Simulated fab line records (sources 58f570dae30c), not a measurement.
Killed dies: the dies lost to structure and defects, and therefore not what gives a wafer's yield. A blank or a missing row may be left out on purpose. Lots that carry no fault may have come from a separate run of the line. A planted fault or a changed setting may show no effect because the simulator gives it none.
Which tool is to blame? + flow berkeleyCmos170 + 18 wafers sampled from 6 lots at 1 step of a route of 331

## WHAT THE GAUGES READ, wafer by wafer
UCB170_PVT_OVL_MEAS_06.
| lot  | measured     | on         | PVT_OVL (nm) |
|------|--------------|------------|--------------|
| L848 | day 7 08:34  | overlay-02 | 1 -2 11      |
| L852 | day 7 17:21  | overlay-01 | -3 2 5       |
| L850 | day 7 17:58  | overlay-02 | 0 -3 8       |
| L855 | day 8 14:27  | overlay-02 | -2 3 1       |
| L857 | day 8 15:35  | overlay-01 | -1 -5 2      |
| L865 | day 10 10:14 | overlay-02 | -3 -10 -4    |

## EACH LOT AND THE TOOL THAT RAN IT (in order: tool; ch and the chambers of the sampled wafers; start)
Before these readings, the record contains no process step.

## THE ANSWER, worked out from the rows above alone
Rule: usual is defined by the lots themselves. The widest of any qualifying gaps counts: lots, ordered by their means at a reading, are off when they make up no more than a third of the lots, leave a main group of 4 or more, and stand apart from it by 3 or more times the standard deviation of that group's means. A main group is skipped when, at the precision printed for the reading in the tables above, its means are all equal. A lot without any number at a reading at which 4 lots or more have one is off too. The other lots that the step has rows for count as sound.
No lot is off on any of the readings shown, so nothing can be concluded from this.

## WHAT THE SIMULATOR HAD INSERTED
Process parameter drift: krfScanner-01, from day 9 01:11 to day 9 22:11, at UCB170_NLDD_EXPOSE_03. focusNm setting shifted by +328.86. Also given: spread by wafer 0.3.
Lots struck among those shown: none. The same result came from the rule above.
